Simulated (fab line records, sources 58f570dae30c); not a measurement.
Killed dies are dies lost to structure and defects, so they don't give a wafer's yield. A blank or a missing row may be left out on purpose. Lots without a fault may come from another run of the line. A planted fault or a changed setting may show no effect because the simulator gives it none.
fab line records | flow berkeley_cmos170 | part 1 of 2: steps 1 to 27 of 39
record lots=5 wafers=15 last_day=11
route steps=331 shown WELLDRIVE@59 ACTIVE@60 PFIELD@79 FIELD@89 SACOX@97
lots that met no fault: from a run of the same line without faults
start_h: hours from the record's first day to the start of the lot's first wafer shown | wait_h: hours since the lot's step before | " the same as in the row above | L1.1+2: a row that stands for several wafers | - no value, or no start given | * or withheld: withheld | < > ~ a bound
route shown NAME@n: a module of which the file shows steps, and the number in the route of the first | usual: mean/standard deviation of fault-free wafers | same: alike in all rows | chamber/n: place in a boat | sites: the reading at each site | _std_site: their standard deviation | _edge_site: outer sites' mean less inner sites' | radius_mm: how far each site lies from the wafer's centre | mask NAME#n: copy n | behind: the tool/chamber that last shaped the wafer | hold: why the lot was held/for how many hours/how that ended | device: the transistor (n, p or np) that didn't switch | end of line: the same wafers' tests at the end of the route | a step without rows: its recipe alone | killed: dies lost to structure and defects at the first sort, not the wafer's yield | map: a wafer's dies, x killed, . not, _ none there
set.NAME: the setting as run; set.NAME@STEP: as run at that earlier step | model.NAME: the simulator's own value behind a step, which no gauge read
lots at some steps of the route; a table a step, a row a wafer
services: from which hour (start_h, from the record's first day; less than 0 if before it) a tool's chamber was out of use, for how many hours, and why
## steps
# step UCB170_WELLDRIVE_WET_ETCH_04
# recipe chemistry=BOE dilution=5:1 target=SiO2 temp_c=25 time_s=120
# columns lot.wafer tool chamber start_h wait_h
L075.1+4+6 wet_bench-02 1 89.91 0.3
L078.1+4+5 wet_bench-01 1 96.48 0.0
L081.4+5+6 wet_bench-02 3 113.84 0.0
L083.1+3+6 wet_bench-02 0 124.74 0.5
L084.1+3+4 wet_bench-04 1 138.88 0.0
# step UCB170_ACTIVE_CLEAN_00
# recipe chemistry=SPM temp_c=120 time_s=600
# columns lot.wafer tool chamber start_h wait_h
L075.1+4+6 wet_bench-04 1 90.06 0.1
L078.1+4+5 wet_bench-01 3 96.52 0.0
L081.4+5+6 wet_bench-01 1 113.89 0.0
L083.1+3+6 wet_bench-04 2 127.50 2.7
L084.1+3+4 wet_bench-01 3 138.94 0.0
# step UCB170_ACTIVE_CLEAN_01
# recipe chemistry=dHF dilution=25:1 time_s=60
# columns lot.wafer tool chamber start_h wait_h
L075.1+4+6 wet_bench-04 2 90.48 0.0
L078.1+4+5 wet_bench-01 3 96.69 0.0
L081.4+5+6 wet_bench-04 1 114.06 0.0
L083.1+3+6 wet_bench-04 3 128.47 0.8
L084.1+3+4 wet_bench-04 3 139.11 0.0
# step UCB170_ACTIVE_OXIDATION_02
# recipe temp_c=1000 ambient=O2 target_thk_a=264 ox_time_s=1260
# usual tube_center_temp_C_max=1002.6/0.42
# columns lot.wafer tool chamber start_h wait_h tube_center_temp_C_max
L075.1 furnace-04 0 92.53 2.0 1002.6
L075.4 " 0 " " 1002.5
L075.6 " 0 " " 1002.9
L078.1 furnace-02 0 101.67 5.0 1002.7
L078.4 " 0 " " 1002.3
L078.5 " 0 " " 1002.1
L081.4 furnace-01 0 118.61 4.5 1002.0
L081.5 " 0 " " 1002.2
L081.6 " 0 " " 1002.0
L083.1 furnace-04 0 130.01 1.5 1002.4
L083.3 " 0 " " 1002.5
L083.6 " 0 " " 1002.7
L084.1 furnace-02 0 141.89 2.7 1003.4
L084.3 " 0 " " 1003.2
L084.4 " 0 " " 1002.8
# step UCB170_ACTIVE_THK_MEAS_03
# recipe reads=SiO2_of_ACTIVE_OXIDATION_02
# usual ACTIVE_OXIDE_THK=26.6/0.58
# columns lot.wafer tool chamber start_h wait_h ACTIVE_OXIDE_THK[nm]
L075.1 film_metro-04 - 93.88 0.0 26.8
L075.4 " - " " 26.1
L075.6 " - " " 26.8
L078.1 film_metro-04 - 103.02 0.0 27.3
L078.4 " - " " 26.9
L078.5 " - " " 27.1
L081.4 film_metro-01 - 119.99 0.0 26.7
L081.5 " - " " 26.9
L081.6 " - " " 26.8
L083.1 film_metro-02 - 131.36 0.0 26.3
L083.3 " - " " 26.5
L083.6 " - " " 26.7
L084.1 film_metro-02 - 143.24 0.0 25.5
L084.3 " - " " 26.2
L084.4 " - " " 26.4
# step UCB170_ACTIVE_ANNEAL_04
# recipe temp_c=1000 time_s=900 ambient=N2
# usual tube_center_temp_C_max=1002.6/0.38
# columns lot.wafer tool chamber start_h wait_h tube_center_temp_C_max
L075.1 furnace-04 0 97.81 3.9 1002.7
L075.4 " 0 " " 1002.5
L075.6 " 0 " " 1002.1
L078.1 furnace-04 0 107.24 4.2 1002.9
L078.4 " 0 " " 1002.4
L078.5 " 0 " " 1002.5
L081.4 furnace-02 0 123.89 3.9 1002.7
L081.5 " 0 " " 1002.0
L081.6 " 0 " " 1001.7
L083.1 furnace-04 0 134.21 2.8 1002.3
L083.3 " 0 " " 1003.3
L083.6 " 0 " " 1002.4
L084.1 furnace-04 0 146.81 3.6 1003.1
L084.3 " 0 " " 1002.3
L084.4 " 0 " " 1002.3
# step UCB170_ACTIVE_CVD_05
# recipe material=Si3N4 target_thk_nm=220 temp_c=800 precursor=SiH2Cl2/NH3 time_s=3300 pressure_mtorr=200 sih2cl2_flow_sccm=25 nh3_flow_sccm=75
# columns lot.wafer tool chamber start_h wait_h
L075.1+4+6 lpcvd-02 0 99.06 0.0
L078.1+4+5 lpcvd-01 0 108.49 0.0
L081.4+5+6 lpcvd-01 0 125.14 0.0
L083.1+3+6 lpcvd-02 0 136.84 1.4
L084.1+3+4 lpcvd-02 1 150.52 2.5
# step UCB170_ACTIVE_THK_MEAS_06
# recipe reads=Si3N4_of_ACTIVE_CVD_05
# usual ACTIVE_NITRIDE_THK=219.7/1.8
# columns lot.wafer tool chamber start_h wait_h ACTIVE_NITRIDE_THK[nm]
L075.1 film_metro-01 - 100.98 0.0 221.8
L075.4 " - " " 221.7
L075.6 " - " " 221.3
L078.1 film_metro-01 - 110.41 0.0 223.7
L078.4 " - " " 222.6
L078.5 " - " " 222.9
L081.4 film_metro-02 - 127.09 0.0 221.7
L081.5 " - " " 220.9
L081.6 " - " " 220.7
L083.1 film_metro-02 - 138.76 0.0 219.5
L083.3 " - " " 222.4
L083.6 " - " " 220.8
L084.1 film_metro-02 - 152.43 0.0 219.8
L084.3 " - " " 220.2
L084.4 " - " " 221.4
# step UCB170_ACTIVE_HMDS_07
# recipe prime_time_s=60 prime_temp_c=100
# usual chill_plate_temp_C=23.02/0.11
# columns lot.wafer tool chamber start_h wait_h chill_plate_temp_C
L075.1 litho_track-01 0 101.05 0.1 22.79
L075.4 " 0 " " 23.06
L075.6 " 0 " " 22.86
L078.1 litho_track-04 0 110.97 0.6 22.91
L078.4 " 0 " " 22.89
L078.5 " 0 " " 22.92
L081.4 litho_track-01 0 127.19 0.1 22.96
L081.5 " 0 " " 23.00
L081.6 " 0 " " 22.90
L083.1 litho_track-03 0 139.19 0.4 22.82
L083.3 " 0 " " 22.87
L083.6 " 0 " " 22.92
L084.1 litho_track-03 0 152.83 0.4 23.04
L084.3 " 0 " " 22.99
L084.4 " 0 " " 23.10
# step UCB170_ACTIVE_COAT_08
# recipe resist=KrF spin_rpm=1500 resist_thk_nm=900
# usual chill_plate_temp_C=22.99/0.087
# columns lot.wafer tool chamber start_h wait_h chill_plate_temp_C
L075.1 litho_track-01 0 101.20 0.1 23.00
L075.4 " 0 " " 22.96
L075.6 " 0 " " 22.91
L078.1 litho_track-04 0 111.12 0.1 22.80
L078.4 " 0 " " 22.95
L078.5 " 0 " " 23.01
L081.4 litho_track-01 0 127.34 0.1 23.07
L081.5 " 0 " " 22.86
L081.6 " 0 " " 23.08
L083.1 litho_track-03 0 139.34 0.1 22.89
L083.3 " 0 " " 23.01
L083.6 " 0 " " 23.05
L084.1 litho_track-03 0 152.98 0.1 23.18
L084.3 " 0 " " 23.04
L084.4 " 0 " " 23.01
# step UCB170_ACTIVE_SOFTBAKE_09
# recipe resist=KrF temp_c=130 time_s=60
# usual chill_plate_temp_C=23.01/0.11
# columns lot.wafer tool chamber start_h wait_h chill_plate_temp_C
L075.1 litho_track-01 0 101.35 0.1 23.05
L075.4 " 0 " " 23.01
L075.6 " 0 " " 23.04
L078.1 litho_track-04 0 111.27 0.1 22.93
L078.4 " 0 " " 23.06
L078.5 " 0 " " 22.85
L081.4 litho_track-01 0 127.49 0.1 23.18
L081.5 " 0 " " 23.09
L081.6 " 0 " " 23.23
L083.1 litho_track-03 0 139.49 0.1 23.06
L083.3 " 0 " " 23.09
L083.6 " 0 " " 23.12
L084.1 litho_track-03 0 153.13 0.1 23.12
L084.3 " 0 " " 23.06
L084.4 " 0 " " 23.16
# step UCB170_ACTIVE_EXPOSE_10
# recipe mask_id=ACTIVE target_cd_nm=1200 na=0.5 sigma_outer=0.6 source_shape=conventional dose_mj=20
# columns lot.wafer tool chamber start_h wait_h mask
L075.1+4+6 krf_scanner-02 0 101.73 0.4 ACTIVE#0
L078.1+4+5 krf_scanner-01 0 111.55 0.2 ACTIVE#0
L081.4+5+6 krf_scanner-02 0 127.75 0.2 ACTIVE#0
L083.1+3+6 krf_scanner-01 0 139.72 0.2 ACTIVE#0
L084.1+3+4 krf_scanner-01 0 153.41 0.2 ACTIVE#0
# step UCB170_ACTIVE_PEB_11
# recipe peb_temp_c=130 peb_time_s=withheld resist=KrF
# usual chill_plate_temp_C=22.98/0.1 plate_sensor_t_centre_C=131.41/0.0096 plate_sensor_t_edge_C=131.53/0.0094
# columns lot.wafer tool chamber start_h wait_h chill_plate_temp_C plate_sensor_t_centre_C plate_sensor_t_edge_C
L075.1 litho_track-04 0 101.85 0.1 23.00 131.41 131.52
L075.4 " 0 " " 22.99 131.41 131.54
L075.6 " 0 " " 22.86 131.4 131.54
L078.1 litho_track-04 0 111.70 0.1 22.90 131.4 131.53
L078.4 " 0 " " 22.91 131.4 131.54
L078.5 " 0 " " 23.09 131.41 131.52
L081.4 litho_track-01 0 127.88 0.1 22.99 131.41 131.55
L081.5 " 0 " " 22.97 131.39 131.54
L081.6 " 0 " " 23.02 131.42 131.53
L083.1 litho_track-03 0 140.54 0.8 22.80 131.39 131.52
L083.3 " 0 " " 22.93 131.4 131.53
L083.6 " 0 " " 22.82 131.4 131.54
L084.1 litho_track-03 0 153.73 0.3 22.94 131.42 131.54
L084.3 " 0 " " 22.96 131.4 131.54
L084.4 " 0 " " 23.11 131.41 131.52
# step UCB170_ACTIVE_DEVELOP_12
# recipe developer=TMAH develop_time_s=45 resist=KrF dev_temp_c=21
# usual chill_plate_temp_C=23.01/0.12
# columns lot.wafer tool chamber start_h wait_h chill_plate_temp_C
L075.1 litho_track-04 0 - - 22.94
L075.4 " 0 " " 22.87
L075.6 " 0 " " 22.91
L078.1 litho_track-04 0 - - 23.06
L078.4 " 0 " " 23.17
L078.5 " 0 " " 23.05
L081.4 litho_track-01 0 - - 23.12
L081.5 " 0 " " 23.16
L081.6 " 0 " " 23.12
L083.1 litho_track-03 0 - - 22.91
L083.3 " 0 " " 22.79
L083.6 " 0 " " 22.98
L084.1 litho_track-03 0 - - 23.01
L084.3 " 0 " " 22.80
L084.4 " 0 " " 22.98
# step UCB170_ACTIVE_CD_MEAS_13
# recipe target_cd_nm=1200
# usual cd_nm=1200.3/1.4
# columns lot.wafer tool chamber start_h wait_h cd_nm
L075.1 cd_sem-01 - 102.12 - 1201.5
L075.4 " - " " 1202.1
L075.6 " - " " 1200.9
L078.1 cd_sem-02 - 112.00 - 1201.3
L078.4 " - " " 1202.3
L078.5 " - " " 1201.5
L081.4 cd_sem-01 - 128.14 - 1201.3
L081.5 " - " " 1200.9
L081.6 " - " " 1199.2
L083.1 cd_sem-02 - 140.82 - 1201.6
L083.3 " - " " 1201.9
L083.6 " - " " 1201.9
L084.1 cd_sem-02 - 154.01 - 1200.5
L084.3 " - " " 1199.6
L084.4 " - " " 1200.5
# step UCB170_ACTIVE_OVL_MEAS_14
# usual ACTIVE_OVL=3/4.6
# columns lot.wafer tool chamber start_h wait_h ACTIVE_OVL[nm]
L075.1 overlay-02 - 102.24 0.1 10
L075.4 " - " " 4
L075.6 " - " " 4
L078.1 overlay-01 - 112.12 0.1 3
L078.4 " - " " -2
L078.5 " - " " 6
L081.4 overlay-02 - 128.22 0.1 3
L081.5 " - " " -1
L081.6 " - " " 0
L083.1 overlay-02 - 140.94 0.1 -7
L083.3 " - " " -7
L083.6 " - " " -6
L084.1 overlay-02 - 154.13 0.1 1
L084.3 " - " " -2
L084.4 " - " " 1
# step UCB170_ACTIVE_ETCH_15
# recipe chemistry=CH3F/Ar/O2 target=Si3N4 stop_on=SiO2 CH3F_flow_sccm=20 Ar_flow_sccm=50 O2_flow_sccm=7 pressure_mtorr=50 rf_w=450 target_depth_a=2420 over_etch_frac=0.1 time_s=151
# usual CH3F_flow_sccm=20.01/0.065 O2_flow_sccm=6.998/0.021 drypump_motor_current_A=5.8/0.52 oes_product_au=0.938/0.019 throttle_valve_pct=8.02/0.059
# columns lot.wafer tool chamber start_h wait_h CH3F_flow_sccm O2_flow_sccm drypump_motor_current_A oes_product_au rf_hours_counter_h throttle_valve_pct
L075.1 rie_diel-01 2 102.28 0.0 20.15 7.002 5.8 0.952 6 8.14
L075.4 " 3 " " 20.01 7.002 5.4 0.931 - 8.05
L075.6 " 0 " " 20.05 6.993 6.7 0.913 - 8.02
L078.1 rie_diel-04 2 112.15 0.0 20.00 6.981 6.5 0.965 6 7.98
L078.4 " 2 " " 20.04 7.015 6.5 0.971 - 7.96
L078.5 " 3 " " 19.93 6.998 4.9 0.943 - 8.08
L081.4 rie_diel-03 2 128.24 0.0 19.97 7.040 5.5 0.969 100 8.03
L081.5 " 2 " " 19.93 7.031 5.5 0.972 - 8.03
L081.6 " 1 " " 19.99 7.000 5.6 0.914 - 8.01
L083.1 rie_diel-04 3 140.97 0.0 20.07 6.994 5.0 0.931 153 8.06
L083.3 " 2 " " 20.02 6.959 6.5 0.964 7 7.95
L083.6 " 2 " " 20.02 6.960 6.5 0.951 - 7.94
L084.1 rie_diel-01 1 154.16 0.0 19.99 7.014 6.0 0.919 141 7.96
L084.3 " 3 " " 20.05 7.002 5.4 0.930 54 8.04
L084.4 " 0 " " 20.00 7.035 6.6 0.913 113 8.03
# step UCB170_ACTIVE_STRIP_16
# recipe chemistry=O2 power_w=400 pressure_mtorr=3500 platen_temp_c=withheld o2_flow_sccm=400 overash_fraction=0.5
# usual drypump_motor_current_A=5.9/0.51 oes_product_au=0.721/0.0045 strip_time_to_endpoint_s=18.06/0.073
# same overash_fraction=0.5
# columns lot.wafer tool chamber start_h wait_h drypump_motor_current_A oes_product_au rf_hours_counter_h strip_time_to_endpoint_s
L075.1 plasma_asher-02 0 102.38 0.1 5.2 0.727 33 18.16
L075.4 " 1 " " 5.4 0.715 - 17.96
L075.6 " 0 " " 5.2 0.718 - 18.06
L078.1 plasma_asher-01 0 112.26 0.1 6.3 0.726 31 18.05
L078.4 " 0 " " 6.3 0.716 - 17.98
L078.5 " 1 " " 6.4 0.721 - 18.00
L081.4 plasma_asher-02 0 128.37 0.1 5.2 0.727 - 18.05
L081.5 " 0 " " 5.2 0.717 - 18.02
L081.6 " 1 " " 5.4 0.724 - 18.02
L083.1 plasma_asher-01 1 141.07 0.1 6.5 0.716 35 18.02
L083.3 " 1 " " 6.5 0.718 - 18.00
L083.6 " 1 " " 6.4 0.729 - 17.95
L084.1 plasma_asher-02 0 154.27 0.1 5.2 0.721 37 18.08
L084.3 " 1 " " 5.4 0.718 - 18.01
L084.4 " 0 " " 5.2 0.721 - 17.96
# step UCB170_ACTIVE_CD_MEAS_90
# recipe target_cd_nm=1200
# usual cd_nm=1200.3/1.5
# columns lot.wafer tool chamber start_h wait_h cd_nm
L075.1 cd_sem-01 - 102.48 0.1 1201.4
L075.4 " - " " 1201.8
L075.6 " - " " 1201.0
L078.1 cd_sem-01 - 112.36 0.1 1201.3
L078.4 " - " " 1201.8
L078.5 " - " " 1202.0
L081.4 cd_sem-01 - 128.50 0.1 1201.4
L081.5 " - " " 1200.9
L081.6 " - " " 1199.8
L083.1 cd_sem-02 - 141.17 0.1 1201.5
L083.3 " - " " 1202.2
L083.6 " - " " 1202.1
L084.1 cd_sem-02 - 154.37 0.1 1200.8
L084.3 " - " " 1198.9
L084.4 " - " " 1200.5
# step UCB170_ACTIVE_CLEAN_17
# recipe chemistry=SPM temp_c=120 time_s=600
# columns lot.wafer tool chamber start_h wait_h
L075.1+4+6 wet_bench-01 0 102.89 0.4
L078.1+4+5 wet_bench-04 0 112.48 0.1
L081.4+5+6 wet_bench-02 0 128.80 0.3
L083.1+3+6 wet_bench-04 0 141.37 0.2
L084.1+3+4 wet_bench-04 2 154.62 0.2
# step UCB170_PFIELD_HMDS_00
# recipe prime_time_s=60 prime_temp_c=100
# usual chill_plate_temp_C=22.99/0.099
# columns lot.wafer tool chamber start_h wait_h chill_plate_temp_C
L075.1 litho_track-02 0 103.07 0.0 22.92
L075.4 " 0 " " 22.96
L075.6 " 0 " " 23.00
L078.1 litho_track-04 0 112.84 0.2 23.12
L078.4 " 0 " " 23.00
L078.5 " 0 " " 23.05
L081.4 litho_track-02 0 129.67 0.7 23.09
L081.5 " 0 " " 22.99
L081.6 " 0 " " 22.97
L083.1 litho_track-02 0 142.27 0.7 23.04
L083.3 " 0 " " 23.09
L083.6 " 0 " " 22.92
L084.1 litho_track-03 0 155.46 0.6 22.86
L084.3 " 0 " " 23.09
L084.4 " 0 " " 22.98
# step UCB170_PFIELD_COAT_01
# recipe resist=KrF spin_rpm=1500 resist_thk_nm=900
# usual chill_plate_temp_C=23.02/0.1
# columns lot.wafer tool chamber start_h wait_h chill_plate_temp_C
L075.1 litho_track-02 0 103.22 0.1 23.13
L075.4 " 0 " " 23.03
L075.6 " 0 " " 23.09
L078.1 litho_track-04 0 112.99 0.1 22.91
L078.4 " 0 " " 22.78
L078.5 " 0 " " 22.97
L081.4 litho_track-02 0 129.82 0.1 23.14
L081.5 " 0 " " 22.98
L081.6 " 0 " " 23.07
L083.1 litho_track-02 0 142.42 0.1 22.89
L083.3 " 0 " " 23.13
L083.6 " 0 " " 23.11
L084.1 litho_track-03 0 155.61 0.1 23.06
L084.3 " 0 " " 23.17
L084.4 " 0 " " 23.09
# step UCB170_PFIELD_SOFTBAKE_02
# recipe resist=KrF temp_c=130 time_s=60
# usual chill_plate_temp_C=23.00/0.12
# columns lot.wafer tool chamber start_h wait_h chill_plate_temp_C
L075.1 litho_track-02 0 103.37 0.1 23.14
L075.4 " 0 " " 23.05
L075.6 " 0 " " 23.06
L078.1 litho_track-04 0 113.14 0.1 22.91
L078.4 " 0 " " 23.00
L078.5 " 0 " " 22.77
L081.4 litho_track-02 0 129.97 0.1 22.90
L081.5 " 0 " " 23.02
L081.6 " 0 " " 22.98
L083.1 litho_track-02 0 142.57 0.1 23.08
L083.3 " 0 " " 22.99
L083.6 " 0 " " 23.09
L084.1 litho_track-03 0 155.76 0.1 22.84
L084.3 " 0 " " 23.00
L084.4 " 0 " " 23.02
# step UCB170_PFIELD_EXPOSE_03
# recipe mask_id=PFIELD na=0.5 sigma_outer=0.6 source_shape=conventional target_cd_nm=1500 dose_mj=30
# columns lot.wafer tool chamber start_h wait_h mask
L075.1+4+6 krf_scanner-01 0 103.64 0.2 PFIELD#0
L078.1+4+5 krf_scanner-02 0 113.41 0.2 PFIELD#0
L081.4+5+6 krf_scanner-01 0 - - PFIELD#0
L083.1+3+6 krf_scanner-02 0 142.84 0.2 PFIELD#0
L084.1+3+4 krf_scanner-01 0 156.03 0.2 PFIELD#0
# step UCB170_PFIELD_PEB_04
# recipe peb_temp_c=130 peb_time_s=withheld resist=KrF
# usual chill_plate_temp_C=22.99/0.093
# columns lot.wafer tool chamber start_h wait_h chill_plate_temp_C
L075.1 litho_track-03 0 103.76 0.1 22.97
L075.4 " 0 " " 23.15
L075.6 " 0 " " 23.12
L078.1 litho_track-02 0 114.13 0.7 22.84
L078.4 " 0 " " 22.99
L078.5 " 0 " " 23.08
L081.4 litho_track-04 0 - - 22.87
L081.5 " 0 " " 22.99
L081.6 " 0 " " 22.92
L083.1 litho_track-02 0 143.54 0.7 23.07
L083.3 " 0 " " 23.08
L083.6 " 0 " " 23.20
L084.1 litho_track-02 0 156.71 0.7 22.87
L084.3 " 0 " " 23.01
L084.4 " 0 " " 23.16
# step UCB170_PFIELD_DEVELOP_05
# recipe developer=TMAH develop_time_s=45 resist=KrF dev_temp_c=21
# usual chill_plate_temp_C=23.00/0.11
# columns lot.wafer tool chamber start_h wait_h chill_plate_temp_C
L075.1 litho_track-03 0 - - 22.96
L075.4 " 0 " " 22.89
L075.6 " 0 " " 23.09
L078.1 litho_track-02 0 - - 23.20
L078.4 " 0 " " 23.06
L078.5 " 0 " " 22.95
L081.4 litho_track-04 0 - - 22.93
L081.5 " 0 " " 22.93
L081.6 " 0 " " 22.93
L083.1 litho_track-02 0 - - 23.09
L083.3 " 0 " " 23.11
L083.6 " 0 " " 22.99
L084.1 litho_track-02 0 - - 22.89
L084.3 " 0 " " 22.90
L084.4 " 0 " " 23.03
# step UCB170_PFIELD_OVL_MEAS_06
# usual PFIELD_OVL=-1/5.5
# columns lot.wafer tool chamber start_h wait_h PFIELD_OVL[nm]
L075.1 overlay-01 - 104.03 - -4
L075.4 " - " " -4
L075.6 " - " " -5
L078.1 overlay-02 - 114.40 - -6
L078.4 " - " " -9
L078.5 " - " " -2
L081.4 overlay-01 - 131.71 - -5
L081.5 " - " " -3
L081.6 " - " " -6
L083.1 overlay-01 - 143.82 - 12
L083.3 " - " " 13
L083.6 " - " " 10
L084.1 overlay-01 - 156.99 - -5
L084.3 " - " " -3
L084.4 " - " " -5
